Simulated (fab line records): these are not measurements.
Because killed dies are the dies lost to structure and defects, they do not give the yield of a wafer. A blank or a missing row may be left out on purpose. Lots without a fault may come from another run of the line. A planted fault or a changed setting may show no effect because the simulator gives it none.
fab line records | flow berkeley_cmos170 | part 1 of 2: steps 1 to 29 of 40
record: lots: 5 | wafers: 15 | last_day: 13
route steps=331 shown PSD@184 NSD@187 BACKSIDE@199 SDANNEAL@204 PLDD@208 NLDD@209 SILICIDE@210 CONTACT@216
lots that met no fault: from a run of the same line without faults
start_h: hours from the record's opening day to when the first of the lot's shown wafers began | wait_h: hours from the lot's prior step to this one | " the same as in the row above | L1.1+2: a row that stands for several wafers | - no value present, or no start provided | * or withheld: withheld | < > ~ a bound
route shown NAME@n: a module of which the file shows steps, and the number in the route of the first | usual: mean and standard deviation over wafers with no fault | same: alike in all rows | chamber/n: place in a boat | sites: each site's reading | _std_site: standard deviation of those values | _edge_site: mean of outer sites minus mean of inner sites | radius_mm: how far each site lies from the wafer's centre | mask NAME#n: copy n | behind: the last tool/chamber to shape the wafer | hold: why the lot went on hold/how many hours it stayed there/how the hold came to an end | device: which transistor (n, p or np) failed to switch | end of line: the same wafers' tests at the end of the route | a step with no rows: only its recipe | killed: dies that structure and defects cost at the first sort, which is not the same as the wafer's yield | map: the dies of a wafer, with x for killed, . for not killed, _ for no die there
set.NAME: the setting that was run; set.NAME@STEP: the one run at that earlier step | model.NAME: the simulator's own value behind a step, which no gauge read
a table for each step, a row for each wafer; lots at some steps of the route
services: from which hour (start_h, from the record's first day; less than 0 if before it) a tool's chamber was out of use, for how many hours, and why
== steps ==
step: UCB170_PSD_STRIP_09
recipe: chemistry: O2 | power_w: 400 | pressure_mtorr: 3500 | platen_temp_c: withheld | o2_flow_sccm: 400 | overash_fraction: 0.5
usual: drypump_motor_current_A: 6.1/0.55 | oes_product_au: 0.601/0.0046 | strip_time_to_endpoint_s: 29.37/0.082
lot.wafer | tool            | chamber | start_h | wait_h | drypump_motor_current_A | oes_product_au | rf_hours_counter_h | strip_time_to_endpoint_s
L077.1    | plasma_asher-03 | 1       | 197.56  | 0.1    | 6.6                     | 0.608          | 49                 | 29.44
L077.3    | "               | 1       | "       | "      | 6.6                     | 0.610          | -                  | 29.53
L077.6    | "               | 1       | "       | "      | 6.6                     | 0.606          | -                  | 29.50
L083.1    | plasma_asher-03 | 0       | 228.86  | 0.1    | 6.3                     | 0.599          | 51                 | 29.33
L083.2    | "               | 1       | "       | "      | 6.6                     | 0.598          | 51                 | 29.34
L083.6    | "               | 1       | "       | "      | 6.6                     | 0.596          | -                  | 29.33
L089.1    | plasma_asher-04 | 1       | 264.73  | 0.1    | 5.7                     | 0.604          | 50                 | 29.28
L089.4    | "               | 1       | "       | "      | 5.8                     | 0.595          | -                  | 29.17
L089.5    | "               | 0       | "       | "      | 6.5                     | 0.598          | -                  | 29.25
L091.1    | plasma_asher-03 | 0       | 276.16  | 0.1    | 6.3                     | 0.600          | 57                 | 29.41
L091.3    | "               | 1       | "       | "      | 6.6                     | 0.595          | -                  | 29.36
L091.5    | "               | 0       | "       | "      | 6.3                     | 0.607          | -                  | 29.41
L096.1    | plasma_asher-04 | 0       | 293.91  | 0.1    | 6.5                     | 0.601          | 54                 | 29.42
L096.2    | "               | 1       | "       | "      | 5.7                     | 0.609          | 54                 | 29.39
L096.3    | "               | 0       | "       | "      | 6.5                     | 0.596          | -                  | 29.45
step: UCB170_PSD_TW_MEAS_10
usual: PSD_TW: 2341/10
lot.wafer | tool          | chamber | start_h | wait_h | PSD_TW
L077.1    | film_metro-01 | -       | 197.66  | 0.1    | 2342
L077.3    | "             | -       | "       | "      | 2332
L077.6    | "             | -       | "       | "      | 2340
L083.1    | film_metro-03 | -       | 228.96  | 0.1    | 2335
L083.2    | "             | -       | "       | "      | 2334
L083.6    | "             | -       | "       | "      | 2346
L089.1    | film_metro-01 | -       | 264.83  | 0.1    | 2341
L089.4    | "             | -       | "       | "      | 2342
L089.5    | "             | -       | "       | "      | 2330
L091.1    | film_metro-03 | -       | 276.26  | 0.1    | 2338
L091.3    | "             | -       | "       | "      | 2336
L091.5    | "             | -       | "       | "      | 2334
L096.1    | film_metro-03 | -       | 294.01  | 0.1    | 2350
L096.2    | "             | -       | "       | "      | 2345
L096.3    | "             | -       | "       | "      | 2361
step: UCB170_PSD_CLEAN_11
recipe: chemistry: SPM | temp_c: 120 | time_s: 600
lot.wafer  | tool         | chamber | start_h | wait_h
L077.1+3+6 | wet_bench-03 | 1       | 197.72  | 0.1
L083.1+2+6 | wet_bench-01 | 1       | 229.02  | 0.1
L089.1+4+5 | wet_bench-01 | 2       | 264.92  | 0.1
L091.1+3+5 | wet_bench-01 | 0       | 276.88  | 0.6
L096.1+2+3 | wet_bench-04 | 1       | 294.07  | 0.1
step: UCB170_NSD_HMDS_00
recipe: prime_time_s: 60 | prime_temp_c: 100
usual: prime_temp_c: 100.01/0.13
lot.wafer | tool           | chamber | start_h | wait_h | prime_temp_c
L077.1    | litho_track-01 | 0       | 197.89  | 0.0    | 100.20
L077.3    | "              | 0       | "       | "      | 100.03
L077.6    | "              | 0       | "       | "      | 100.14
L083.1    | litho_track-02 | 0       | 229.23  | 0.0    | 100.20
L083.2    | "              | 0       | "       | "      | 99.96
L083.6    | "              | 0       | "       | "      | 100.08
L089.1    | litho_track-01 | 0       | 265.51  | 0.4    | 100.26
L089.4    | "              | 0       | "       | "      | 100.02
L089.5    | "              | 0       | "       | "      | 99.96
L091.1    | litho_track-01 | 0       | 277.07  | 0.0    | 100.05
L091.3    | "              | 0       | "       | "      | 100.25
L091.5    | "              | 0       | "       | "      | 100.03
L096.1    | litho_track-02 | 0       | 294.29  | 0.0    | 99.85
L096.2    | "              | 0       | "       | "      | 99.91
L096.3    | "              | 0       | "       | "      | 99.69
step: UCB170_NSD_COAT_01
recipe: resist: KrF | spin_rpm: 1500 | resist_thk_nm: 900
lot.wafer  | tool           | chamber | start_h | wait_h
L077.1+3+6 | litho_track-01 | 0       | 198.04  | 0.1
L083.1+2+6 | litho_track-02 | 0       | 229.38  | 0.1
L089.1+4+5 | litho_track-01 | 0       | 265.66  | 0.1
L091.1+3+5 | litho_track-01 | 0       | 277.22  | 0.1
L096.1+2+3 | litho_track-02 | 0       | 294.44  | 0.1
step: UCB170_NSD_SOFTBAKE_02
recipe: resist: KrF | temp_c: 130 | time_s: 60
lot.wafer  | tool           | chamber | start_h | wait_h
L077.1+3+6 | litho_track-01 | 0       | 198.19  | 0.1
L083.1+2+6 | litho_track-02 | 0       | 229.53  | 0.1
L089.1+4+5 | litho_track-01 | 0       | 265.81  | 0.1
L091.1+3+5 | litho_track-01 | 0       | 277.37  | 0.1
L096.1+2+3 | litho_track-02 | 0       | 294.59  | 0.1
step: UCB170_NSD_EXPOSE_03
recipe: mask_id: NSELECT_MOD | na: 0.5 | sigma_outer: 0.6 | source_shape: conventional | target_cd_nm: 1200 | dose_mj: 30
usual: focus_offset_nm: -0.1/0.5
lot.wafer | tool           | chamber | start_h | wait_h | mask          | focus_offset_nm
L077.1    | krf_scanner-01 | 0       | 198.34  | 0.1    | NSELECT_MOD#0 | 0.4
L077.3    | "              | 0       | "       | "      | NSELECT_MOD#0 | -0.4
L077.6    | "              | 0       | "       | "      | NSELECT_MOD#0 | -0.3
L083.1    | krf_scanner-01 | 0       | 229.92  | 0.4    | NSELECT_MOD#0 | 0.0
L083.2    | "              | 0       | "       | "      | NSELECT_MOD#0 | 0.1
L083.6    | "              | 0       | "       | "      | NSELECT_MOD#0 | 0.5
L089.1    | krf_scanner-01 | 0       | 266.40  | 0.6    | NSELECT_MOD#0 | -0.3
L089.4    | "              | 0       | "       | "      | NSELECT_MOD#0 | -0.9
L089.5    | "              | 0       | "       | "      | NSELECT_MOD#0 | -0.6
L091.1    | krf_scanner-01 | 0       | 277.58  | 0.2    | NSELECT_MOD#0 | 0.1
L091.3    | "              | 0       | "       | "      | NSELECT_MOD#0 | 0.0
L091.5    | "              | 0       | "       | "      | NSELECT_MOD#0 | 0.0
L096.1    | krf_scanner-01 | 0       | 294.74  | 0.1    | NSELECT_MOD#0 | -0.4
L096.2    | "              | 0       | "       | "      | NSELECT_MOD#0 | -0.1
L096.3    | "              | 0       | "       | "      | NSELECT_MOD#0 | 0.2
step: UCB170_NSD_PEB_04
recipe: peb_temp_c: 130 | peb_time_s: withheld | resist: KrF
lot.wafer  | tool           | chamber | start_h | wait_h
L077.1+3+6 | litho_track-02 | 0       | 198.46  | 0.1
L083.1+2+6 | litho_track-04 | 0       | 230.04  | 0.1
L089.1+4+5 | litho_track-02 | 0       | 266.72  | 0.3
L091.1+3+5 | litho_track-02 | 0       | 278.16  | 0.6
L096.1+2+3 | litho_track-01 | 0       | 294.85  | 0.1
step: UCB170_NSD_DEVELOP_05
recipe: developer: TMAH | develop_time_s: 45 | resist: KrF | dev_temp_c: 21
lot.wafer  | tool           | chamber | start_h | wait_h
L077.1+3+6 | litho_track-02 | 0       | -       | -
L083.1+2+6 | litho_track-04 | 0       | -       | -
L089.1+4+5 | litho_track-02 | 0       | -       | -
L091.1+3+5 | litho_track-02 | 0       | -       | -
L096.1+2+3 | litho_track-01 | 0       | -       | -
step: UCB170_NSD_CD_MEAS_06
recipe: target_cd_nm: 1200
usual: cd_nm: 1200.0/1.6
lot.wafer | tool      | chamber | start_h | wait_h | cd_nm
L077.1    | cd_sem-01 | -       | 198.74  | -      | 1203.6
L077.3    | "         | -       | "       | "      | 1201.2
L077.6    | "         | -       | "       | "      | 1201.9
L083.1    | cd_sem-01 | -       | 230.31  | -      | 1199.8
L083.2    | "         | -       | "       | "      | 1201.1
L083.6    | "         | -       | "       | "      | 1200.1
L089.1    | cd_sem-02 | -       | 267.06  | -      | 1199.6
L089.4    | "         | -       | "       | "      | 1199.2
L089.5    | "         | -       | "       | "      | 1198.8
L091.1    | cd_sem-01 | -       | 278.43  | -      | 1199.3
L091.3    | "         | -       | "       | "      | 1197.6
L091.5    | "         | -       | "       | "      | 1198.8
L096.1    | cd_sem-02 | -       | 295.32  | -      | 1200.6
L096.2    | "         | -       | "       | "      | 1201.7
L096.3    | "         | -       | "       | "      | 1203.3
step: UCB170_NSD_OVL_MEAS_07
usual: NSD_OVL: -3/5.8
lot.wafer | tool       | chamber | start_h | wait_h | NSD_OVL[nm]
L077.1    | overlay-01 | -       | 198.86  | 0.1    | -7
L077.3    | "          | -       | "       | "      | -2
L077.6    | "          | -       | "       | "      | -5
L083.1    | overlay-01 | -       | 230.43  | 0.1    | -7
L083.2    | "          | -       | "       | "      | 2
L083.6    | "          | -       | "       | "      | -4
L089.1    | overlay-02 | -       | 267.18  | 0.1    | -8
L089.4    | "          | -       | "       | "      | -11
L089.5    | "          | -       | "       | "      | -16
L091.1    | overlay-01 | -       | 278.55  | 0.1    | 2
L091.3    | "          | -       | "       | "      | -8
L091.5    | "          | -       | "       | "      | -6
L096.1    | overlay-02 | -       | 295.44  | 0.1    | -2
L096.2    | "          | -       | "       | "      | 1
L096.3    | "          | -       | "       | "      | -5
step: UCB170_NSD_IMPLANT_08
recipe: species: P | dose_cm2: 3e+15 | energy_kev: 40.76 | tilt_deg: 7
lot.wafer  | tool         | chamber | start_h | wait_h
L077.1+3+6 | implanter-02 | 0       | 198.89  | 0.0
L083.1+2+6 | implanter-02 | 0       | 230.47  | 0.0
L089.1+4+5 | implanter-01 | 0       | 267.22  | 0.0
L091.1+3+5 | implanter-01 | 0       | 278.59  | 0.0
L096.1+2+3 | implanter-02 | 0       | 295.48  | 0.0
step: UCB170_NSD_STRIP_09
recipe: chemistry: O2 | power_w: 400 | pressure_mtorr: 3500 | platen_temp_c: withheld | o2_flow_sccm: 400 | overash_fraction: 0.5
usual: drypump_motor_current_A: 5.8/0.68 | oes_product_au: 0.531/0.0051 | strip_time_to_endpoint_s: 36.13/0.065
lot.wafer | tool            | chamber | start_h | wait_h | drypump_motor_current_A | oes_product_au | rf_hours_counter_h | strip_time_to_endpoint_s
L077.1    | plasma_asher-01 | 0       | 199.04  | 0.1    | 5.0                     | 0.525          | 43                 | 36.08
L077.3    | "               | 1       | "       | "      | 6.2                     | 0.538          | -                  | 36.16
L077.6    | "               | 1       | "       | "      | 6.1                     | 0.534          | -                  | 36.23
L083.1    | plasma_asher-01 | 0       | 230.62  | 0.1    | 5.0                     | 0.537          | 45                 | 36.12
L083.2    | "               | 1       | "       | "      | 6.2                     | 0.531          | 45                 | 36.10
L083.6    | "               | 0       | "       | "      | 5.0                     | 0.539          | -                  | 36.08
L089.1    | plasma_asher-03 | 1       | 267.37  | 0.1    | 6.6                     | 0.531          | 55                 | 36.07
L089.4    | "               | 1       | "       | "      | 6.6                     | 0.545          | -                  | 36.12
L089.5    | "               | 0       | "       | "      | 6.3                     | 0.527          | -                  | 36.07
L091.1    | plasma_asher-03 | 0       | 278.74  | 0.1    | 6.3                     | 0.535          | 57                 | 36.21
L091.3    | "               | 0       | "       | "      | 6.3                     | 0.532          | -                  | 36.11
L091.5    | "               | 1       | "       | "      | 6.6                     | 0.536          | -                  | 36.12
L096.1    | plasma_asher-01 | 1       | 295.63  | 0.1    | 6.2                     | 0.528          | 52                 | 36.09
L096.2    | "               | 0       | "       | "      | 4.9                     | 0.518          | 52                 | 36.04
L096.3    | "               | 1       | "       | "      | 6.2                     | 0.526          | -                  | 36.02
step: UCB170_NSD_TW_MEAS_10
usual: NSD_TW: 4237/19
lot.wafer | tool          | chamber | start_h | wait_h | NSD_TW
L077.1    | film_metro-03 | -       | 199.14  | 0.1    | 4256
L077.3    | "             | -       | "       | "      | 4233
L077.6    | "             | -       | "       | "      | 4265
L083.1    | film_metro-01 | -       | 230.72  | 0.1    | 4230
L083.2    | "             | -       | "       | "      | 4220
L083.6    | "             | -       | "       | "      | 4187
L089.1    | film_metro-03 | -       | 267.47  | 0.1    | 4204
L089.4    | "             | -       | "       | "      | 4224
L089.5    | "             | -       | "       | "      | 4215
L091.1    | film_metro-03 | -       | 278.85  | 0.1    | 4243
L091.3    | "             | -       | "       | "      | 4216
L091.5    | "             | -       | "       | "      | 4247
L096.1    | film_metro-01 | -       | 295.73  | 0.1    | 4235
L096.2    | "             | -       | "       | "      | 4223
L096.3    | "             | -       | "       | "      | 4254
step: UCB170_NSD_CLEAN_11
recipe: chemistry: SPM | temp_c: 120 | time_s: 600
lot.wafer  | tool         | chamber | start_h | wait_h
L077.1+3+6 | wet_bench-04 | 1       | 199.20  | 0.1
L083.1+2+6 | wet_bench-03 | 1       | 230.78  | 0.1
L089.1+4+5 | wet_bench-02 | 1       | 267.53  | 0.1
L091.1+3+5 | wet_bench-02 | 0       | 278.91  | 0.1
L096.1+2+3 | wet_bench-04 | 1       | 295.79  | 0.1
step: UCB170_BACKSIDE_HMDS_00
recipe: prime_time_s: 60 | prime_temp_c: 100
usual: prime_temp_c: 99.96/0.13
lot.wafer | tool           | chamber | start_h | wait_h | prime_temp_c
L077.1    | litho_track-01 | 0       | 199.38  | 0.0    | 99.76
L077.3    | "              | 0       | "       | "      | 99.84
L077.6    | "              | 0       | "       | "      | 99.77
L083.1    | litho_track-03 | 0       | 231.11  | 0.2    | 99.97
L083.2    | "              | 0       | "       | "      | 100.22
L083.6    | "              | 0       | "       | "      | 99.96
L089.1    | litho_track-02 | 0       | 267.90  | 0.2    | 99.72
L089.4    | "              | 0       | "       | "      | 99.79
L089.5    | "              | 0       | "       | "      | 99.82
L091.1    | litho_track-03 | 0       | 279.29  | 0.2    | 99.78
L091.3    | "              | 0       | "       | "      | 100.01
L091.5    | "              | 0       | "       | "      | 99.79
L096.1    | litho_track-03 | 0       | 295.98  | 0.0    | 99.82
L096.2    | "              | 0       | "       | "      | 99.94
L096.3    | "              | 0       | "       | "      | 100.06
step: UCB170_BACKSIDE_COAT_01
recipe: resist: KrF | spin_rpm: 1500 | resist_thk_nm: 900
lot.wafer  | tool           | chamber | start_h | wait_h
L077.1+3+6 | litho_track-01 | 0       | 199.53  | 0.1
L083.1+2+6 | litho_track-03 | 0       | 231.26  | 0.1
L089.1+4+5 | litho_track-02 | 0       | 268.05  | 0.1
L091.1+3+5 | litho_track-03 | 0       | 279.44  | 0.1
L096.1+2+3 | litho_track-03 | 0       | 296.13  | 0.1
step: UCB170_BACKSIDE_SOFTBAKE_02
recipe: resist: KrF | temp_c: 130 | time_s: 60
lot.wafer  | tool           | chamber | start_h | wait_h
L077.1+3+6 | litho_track-01 | 0       | 199.68  | 0.1
L083.1+2+6 | litho_track-03 | 0       | 231.41  | 0.1
L089.1+4+5 | litho_track-02 | 0       | 268.20  | 0.1
L091.1+3+5 | litho_track-03 | 0       | 279.59  | 0.1
L096.1+2+3 | litho_track-03 | 0       | 296.28  | 0.1
step: UCB170_BACKSIDE_STRIP_03
recipe: chemistry: O2 | power_w: 400 | pressure_mtorr: 3500 | platen_temp_c: withheld | o2_flow_sccm: 400 | overash_fraction: 0.5
usual: drypump_motor_current_A: 6.0/0.63 | oes_product_au: 0.734/0.0048 | strip_time_to_endpoint_s: 21.97/0.058
lot.wafer | tool            | chamber | start_h | wait_h | drypump_motor_current_A | oes_product_au | rf_hours_counter_h | strip_time_to_endpoint_s
L077.1    | plasma_asher-04 | 1       | 199.83  | 0.1    | 5.8                     | 0.734          | 44                 | 22.02
L077.3    | "               | 1       | "       | "      | 5.8                     | 0.738          | -                  | 22.09
L077.6    | "               | 1       | "       | "      | 5.7                     | 0.732          | -                  | 22.03
L083.1    | plasma_asher-03 | 1       | 231.56  | 0.1    | 6.6                     | 0.729          | 51                 | 21.90
L083.2    | "               | 0       | "       | "      | 6.3                     | 0.732          | 51                 | 21.87
L083.6    | "               | 0       | "       | "      | 6.3                     | 0.737          | -                  | 21.88
L089.1    | plasma_asher-03 | 1       | 268.35  | 0.1    | 6.6                     | 0.737          | 56                 | 22.04
L089.4    | "               | 1       | "       | "      | 6.6                     | 0.730          | -                  | 22.02
L089.5    | "               | 1       | "       | "      | 6.6                     | 0.732          | -                  | 22.08
L091.1    | plasma_asher-02 | 1       | 279.74  | 0.1    | 4.8                     | 0.731          | 14                 | 22.01
L091.3    | "               | 0       | "       | "      | 5.4                     | 0.724          | -                  | 22.03
L091.5    | "               | 1       | "       | "      | 4.8                     | 0.738          | -                  | 22.00
L096.1    | plasma_asher-04 | 1       | 296.43  | 0.1    | 5.8                     | 0.734          | 55                 | 21.92
L096.2    | "               | 0       | "       | "      | 6.5                     | 0.737          | 55                 | 21.88
L096.3    | "               | 0       | "       | "      | 6.5                     | 0.734          | -                  | 21.99
step: UCB170_BACKSIDE_CLEAN_04
recipe: chemistry: SPM | temp_c: 120 | time_s: 600
lot.wafer  | tool         | chamber | start_h | wait_h
L077.1+3+6 | wet_bench-01 | 3       | 199.93  | 0.1
L083.1+2+6 | wet_bench-02 | 3       | 231.66  | 0.1
L089.1+4+5 | wet_bench-02 | 2       | 268.58  | 0.2
L091.1+3+5 | wet_bench-02 | 2       | 279.84  | 0.1
L096.1+2+3 | wet_bench-02 | 2       | 296.54  | 0.1
step: UCB170_SDANNEAL_RTA_00
recipe: temp_c: 900 | time_s: 10 | ambient: N2
usual: anneal_temp_c_max: 903.9/0.7 | lamp_power_pct: 24.71/0.27 | wafer_temp_C_max: 902.8/0.94
lot.wafer | tool          | chamber | start_h | wait_h | anneal_temp_c_max | lamp_power_pct | wafer_temp_C_max
L077.1    | rtp_anneal-01 | 0       | 200.10  | 0.0    | 903.3             | 24.94          | 902.5
L077.3    | "             | 0       | "       | "      | 903.9             | 24.98          | 902.4
L077.6    | "             | 0       | "       | "      | 904.2             | 24.94          | 901.8
L083.1    | rtp_anneal-02 | 0       | 231.85  | 0.0    | 903.2             | 24.37          | 903.1
L083.2    | "             | 0       | "       | "      | 903.0             | 24.43          | 902.8
L083.6    | "             | 0       | "       | "      | 903.5             | 24.43          | 903.0
L089.1    | rtp_anneal-01 | 0       | 268.75  | 0.0    | 903.6             | 24.95          | 902.4
L089.4    | "             | 0       | "       | "      | 904.8             | 24.92          | 902.3
L089.5    | "             | 0       | "       | "      | 904.2             | 24.95          | 902.2
L091.1    | rtp_anneal-02 | 0       | 280.02  | 0.0    | 904.4             | 24.40          | 903.4
L091.3    | "             | 0       | "       | "      | 903.1             | 24.45          | 904.6
L091.5    | "             | 0       | "       | "      | 904.0             | 24.42          | 903.4
L096.1    | rtp_anneal-02 | 0       | 296.72  | 0.0    | 903.7             | 24.44          | 904.7
L096.2    | "             | 0       | "       | "      | 903.3             | 24.42          | 903.6
L096.3    | "             | 0       | "       | "      | 904.0             | 24.37          | 904.2
step: UCB170_SDANNEAL_RTA_01
recipe: temp_c: 1050 | time_s: 5 | ambient: N2
usual: anneal_temp_c_max: 1054.5/0.81 | lamp_power_pct: 38.1/0.42 | wafer_temp_C_max: 1053.2/1.1
lot.wafer | tool          | chamber | start_h | wait_h | anneal_temp_c_max | lamp_power_pct | wafer_temp_C_max
L077.1    | rtp_anneal-01 | 0       | 200.17  | 0.1    | 1055.3            | 38.5           | 1051.9
L077.3    | "             | 0       | "       | "      | 1055.4            | 38.5           | 1052.2
L077.6    | "             | 0       | "       | "      | 1055.1            | 38.5           | 1051.6
L083.1    | rtp_anneal-02 | 0       | 231.92  | 0.1    | 1054.2            | 37.7           | 1055.7
L083.2    | "             | 0       | "       | "      | 1054.7            | 37.7           | 1054.6
L083.6    | "             | 0       | "       | "      | 1055.1            | 37.7           | 1052.9
L089.1    | rtp_anneal-01 | 0       | 268.82  | 0.1    | 1054.4            | 38.5           | 1053.2
L089.4    | "             | 0       | "       | "      | 1055.4            | 38.6           | 1052.5
L089.5    | "             | 0       | "       | "      | 1054.8            | 38.6           | 1052.8
L091.1    | rtp_anneal-02 | 0       | 280.08  | 0.1    | 1054.1            | 37.8           | 1054.7
L091.3    | "             | 0       | "       | "      | 1055.4            | 37.7           | 1053.9
L091.5    | "             | 0       | "       | "      | 1054.9            | 37.7           | 1055.4
L096.1    | rtp_anneal-02 | 0       | 296.79  | 0.1    | 1053.4            | 37.7           | 1053.0
L096.2    | "             | 0       | "       | "      | 1054.3            | 37.7           | 1053.5
L096.3    | "             | 0       | "       | "      | 1053.4            | 37.7           | 1052.9
step: UCB170_SDANNEAL_RS_MEAS_02
recipe: thk_meas_gauge: four-point-probe
usual: PSD_RS: 75.57/0.28
lot.wafer | tool          | chamber | start_h | wait_h | PSD_RS[ohm/sq]
L077.1    | film_metro-03 | -       | 200.23  | 0.0    | 75.40
L077.3    | "             | -       | "       | "      | 75.57
L077.6    | "             | -       | "       | "      | 75.20
L083.1    | film_metro-03 | -       | 231.98  | 0.0    | 75.91
L083.2    | "             | -       | "       | "      | 75.93
L083.6    | "             | -       | "       | "      | 75.71
L089.1    | film_metro-01 | -       | 268.88  | 0.0    | 75.39
L089.4    | "             | -       | "       | "      | 75.41
L089.5    | "             | -       | "       | "      | 75.55
L091.1    | film_metro-01 | -       | 280.14  | 0.0    | 75.32
L091.3    | "             | -       | "       | "      | 75.46
L091.5    | "             | -       | "       | "      | 75.52
L096.1    | film_metro-03 | -       | 296.84  | 0.0    | 75.63
L096.2    | "             | -       | "       | "      | 75.13
L096.3    | "             | -       | "       | "      | 75.07
step: UCB170_SDANNEAL_RS_MEAS_03
recipe: thk_meas_gauge: four-point-probe
usual: NSD_RS: 37.03/0.096
lot.wafer | tool          | chamber | start_h | wait_h | NSD_RS[ohm/sq]
L077.1    | film_metro-03 | -       | 200.35  | 0.1    | 37.12
L077.3    | "             | -       | "       | "      | 37.03
L077.6    | "             | -       | "       | "      | 36.96
L083.1    | film_metro-03 | -       | 232.10  | 0.1    | 37.05
L083.2    | "             | -       | "       | "      | 37.08
L083.6    | "             | -       | "       | "      | 36.95
L089.1    | film_metro-01 | -       | 269.00  | 0.1    | 37.16
L089.4    | "             | -       | "       | "      | 37.16
L089.5    | "             | -       | "       | "      | 37.23
L091.1    | film_metro-01 | -       | 280.26  | 0.1    | 37.05
L091.3    | "             | -       | "       | "      | 37.28
L091.5    | "             | -       | "       | "      | 37.13
L096.1    | film_metro-03 | -       | 296.96  | 0.1    | 37.03
L096.2    | "             | -       | "       | "      | 36.98
L096.3    | "             | -       | "       | "      | 36.95
step: UCB170_SDANNEAL_RS_MEAS_04
recipe: thk_meas_gauge: four-point-probe
usual: PLDD_RS: 1031.6/3
lot.wafer | tool          | chamber | start_h | wait_h | PLDD_RS[ohm/sq]
L077.1    | film_metro-03 | -       | 200.47  | 0.1    | 1039.1
L077.3    | "             | -       | "       | "      | 1038.9
L077.6    | "             | -       | "       | "      | 1037.9
L083.1    | film_metro-03 | -       | 232.22  | 0.1    | 1030.7
L083.2    | "             | -       | "       | "      | 1031.4
L083.6    | "             | -       | "       | "      | 1035.0
L089.1    | film_metro-01 | -       | 269.12  | 0.1    | 1030.1
L089.4    | "             | -       | "       | "      | 1032.0
L089.5    | "             | -       | "       | "      | 1029.3
L091.1    | film_metro-01 | -       | 280.38  | 0.1    | 1034.5
L091.3    | "             | -       | "       | "      | 1032.5
L091.5    | "             | -       | "       | "      | 1031.5
L096.1    | film_metro-03 | -       | 297.08  | 0.1    | 1030.5
L096.2    | "             | -       | "       | "      | 1028.4
L096.3    | "             | -       | "       | "      | 1027.8
step: UCB170_SDANNEAL_RS_MEAS_05
recipe: thk_meas_gauge: four-point-probe
usual: NLDD_RS: 616.1/1.4
lot.wafer | tool          | chamber | start_h | wait_h | NLDD_RS[ohm/sq]
L077.1    | film_metro-03 | -       | 200.59  | 0.1    | 616.7
L077.3    | "             | -       | "       | "      | 617.8
L077.6    | "             | -       | "       | "      | 616.4
L083.1    | film_metro-03 | -       | 232.34  | 0.1    | 615.2
L083.2    | "             | -       | "       | "      | 616.7
L083.6    | "             | -       | "       | "      | 616.9
L089.1    | film_metro-01 | -       | 269.24  | 0.1    | 620.0
L089.4    | "             | -       | "       | "      | 620.1
L089.5    | "             | -       | "       | "      | 619.2
L091.1    | film_metro-01 | -       | 280.50  | 0.1    | 614.4
L091.3    | "             | -       | "       | "      | 614.6
L091.5    | "             | -       | "       | "      | 615.4
L096.1    | film_metro-03 | -       | 297.20  | 0.1    | 616.7
L096.2    | "             | -       | "       | "      | 618.1
L096.3    | "             | -       | "       | "      | 617.5
step: UCB170_SILICIDE_PRE_CLEAN_00
recipe: gas: Ar | preclean_etch_time_s: 60
lot.wafer  | tool           | chamber | start_h | wait_h
L077.1+3+6 | pvd_sputter-03 | -       | 200.71  | 0.1
L083.1+2+6 | pvd_sputter-01 | -       | 232.46  | 0.1
L089.1+4+5 | pvd_sputter-03 | -       | 269.36  | 0.1
L091.1+3+5 | pvd_sputter-03 | -       | 280.62  | 0.1
L096.1+2+3 | pvd_sputter-03 | -       | 297.32  | 0.1
step: UCB170_SILICIDE_SPUTTER_01
recipe: material: Ti | target_thk_nm: 30 | time_s: 25.82 | power_w: 1500 | chamber_pressure_pa: 0.5
usual: throttle_valve_pct: 29.9/1.3
lot.wafer | tool           | chamber | start_h | wait_h | throttle_valve_pct
L077.1    | pvd_sputter-03 | -       | 200.77  | 0.0    | 27.8
L077.3    | "              | -       | "       | "      | 31.5
L077.6    | "              | -       | "       | "      | 31.7
L083.1    | pvd_sputter-01 | -       | 232.52  | 0.0    | 29.3
L083.2    | "              | -       | "       | "      | 29.0
L083.6    | "              | -       | "       | "      | 29.4
L089.1    | pvd_sputter-03 | -       | 269.42  | 0.0    | 31.7
L089.4    | "              | -       | "       | "      | 29.7
L089.5    | "              | -       | "       | "      | 27.7
L091.1    | pvd_sputter-03 | -       | 280.69  | 0.0    | 28.5
L091.3    | "              | -       | "       | "      | 28.0
L091.5    | "              | -       | "       | "      | 28.6
L096.1    | pvd_sputter-03 | -       | 297.39  | 0.0    | 28.6
L096.2    | "              | -       | "       | "      | 29.6
L096.3    | "              | -       | "       | "      | 27.7
step: UCB170_SILICIDE_RS_MEAS_02
recipe: thk_meas_gauge: four-point-probe | reads: Ti_of_SILICIDE_SPUTTER_01
usual: SILICIDE_TI_RS: 25.3/0.31
lot.wafer | tool          | chamber | start_h | wait_h | SILICIDE_TI_RS[ohm/sq]
L077.1    | film_metro-04 | -       | 200.80  | 0.0    | 25.6
L077.3    | "             | -       | "       | "      | 25.0
L077.6    | "             | -       | "       | "      | 24.7
L083.1    | film_metro-01 | -       | 232.55  | 0.0    | 24.9
L083.2    | "             | -       | "       | "      | 25.3
L083.6    | "             | -       | "       | "      | 25.0
L089.1    | film_metro-01 | -       | 269.45  | 0.0    | 25.3
L089.4    | "             | -       | "       | "      | 26.0
L089.5    | "             | -       | "       | "      | 25.6
L091.1    | film_metro-04 | -       | 280.72  | 0.0    | 25.4
L091.3    | "             | -       | "       | "      | 25.6
L091.5    | "             | -       | "       | "      | 25.5
L096.1    | film_metro-02 | -       | 297.43  | 0.0    | 24.9
L096.2    | "             | -       | "       | "      | 25.1
L096.3    | "             | -       | "       | "      | 24.8
